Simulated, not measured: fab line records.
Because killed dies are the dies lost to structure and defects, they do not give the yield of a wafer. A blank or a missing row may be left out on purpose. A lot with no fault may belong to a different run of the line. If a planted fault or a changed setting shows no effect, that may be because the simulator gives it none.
A struck lot beside a sound one | flow rit-cmos | 21 out of 202 route steps
Sound: the wafers L792.2, L792.3, L792.5. Struck: wafers L797.1, L797.2, L797.4. Last of all comes the cause.
For every step that has rows: the tool of each side, followed by ch and its chambers, followed by its first start. Under that, the readings that differ: sound wafers | struck wafers | difference of the means | sigmas: that difference in standard deviations of wafers without a fault.
alike: readings with means less than 2 such deviations apart, plus words and numbers identical on both sides. not compared: withheld readings, readings lacking a value on some wafer, bounds such as >300 that could conceal the same value, and numbers that have no deviation in the record and whose values overlap.
A row with sigmas, a row that says differs or no value, or rows on one side alone: a step with any of these is where the two part. Numbers that have no deviation but don't overlap get no sigmas and don't part them. A reading that every wafer of one side lacks parts them only if that side has two wafers or more.

first, 4 steps without rows for these wafers: RIT_NLDD_SOFTBAKE_02 (time 60 s); RIT_NLDD_EXPOSE_03 (exposes mask M7, target cd 40700 nm); RIT_NLDD_PEB_04; RIT_NLDD_DEVELOP_05 (develop time 50 s).
RIT_NLDD_OVL_MEAS_06:
  sound: overlay-02 at day 4 03:58; struck: overlay-01 at day 5 06:28
  alike: NLDD_OVL
then, 2 steps without rows for these wafers: RIT_NLDD_HARDBAKE_07 (time 60 s); RIT_NLDD_IMPLANT_08.
RIT_NLDD_STRIP_09: strips in O2, time 180 s.
  sound on plasma-asher-02 ch 0,1, day 4 04:17; struck on plasma-asher-03 ch 0,1, day 5 06:47
  alike: drypump-motor-current-A, rf-refl-power-W
  not compared: rf-hours-counter-h
RIT_NLDD_TW_MEAS_10:
  sound: film-metro-02 at day 4 04:28; struck: film-metro-04 at day 5 06:58
  alike: NLDD_TW
then, 3 steps without rows for these wafers: RIT_PLDD_HMDS_00 (prime time 60 s); RIT_PLDD_COAT_01 (resist thk 1000 nm); RIT_PLDD_SOFTBAKE_02 (time 60 s).
RIT_PLDD_EXPOSE_03: exposes mask M8, target cd 40900 nm.
  sound on iline-stepper-01 ch 0, day 4 05:07; struck on iline-stepper-01 ch 0, day 5 07:36
  reading | sound          | struck         | difference | sigmas
  mask    | M8#0 M8#0 M8#0 | M7#0 M7#0 M7#0 | differs    |
  alike: stage-vel-mm-s
then, 2 steps without rows for these wafers: RIT_PLDD_PEB_04; RIT_PLDD_DEVELOP_05 (develop time 50 s).
RIT_PLDD_OVL_MEAS_06:
  sound: overlay-01 at day 4 05:30; struck: overlay-02 at day 5 08:00
  reading       | sound          | struck | difference                    | sigmas
  PLDD_OVL (nm) | -0.5 -2.4 -0.3 | - - -  | no value on the struck wafers |
then, 2 steps without rows for these wafers: RIT_PLDD_HARDBAKE_07 (time 60 s); RIT_PLDD_IMPLANT_08.
RIT_PLDD_STRIP_09: strips in O2, time 180 s.
  sound on plasma-asher-01 ch 0,1, day 4 05:50; struck on plasma-asher-01 ch 0,1, day 5 08:20
  alike: drypump-motor-current-A, rf-refl-power-W
  not compared: rf-hours-counter-h
RIT_PLDD_TW_MEAS_10:
  sound: film-metro-04 at day 4 06:01; struck: film-metro-02 at day 5 08:31
  reading | sound          | struck   | difference | sigmas
  PLDD_TW | 2332 2328 2354 | 30 30 30 | -2308      | -99 or more
then, 1 step without rows for these wafers: RIT_SPACER_CLEAN_00 (cleans in SC1, time 600 s).

== WHERE THEY PART ==
First at RIT_PLDD_EXPOSE_03; last, within this record, at RIT_PLDD_TW_MEAS_10.

WHY: what the simulator had put in
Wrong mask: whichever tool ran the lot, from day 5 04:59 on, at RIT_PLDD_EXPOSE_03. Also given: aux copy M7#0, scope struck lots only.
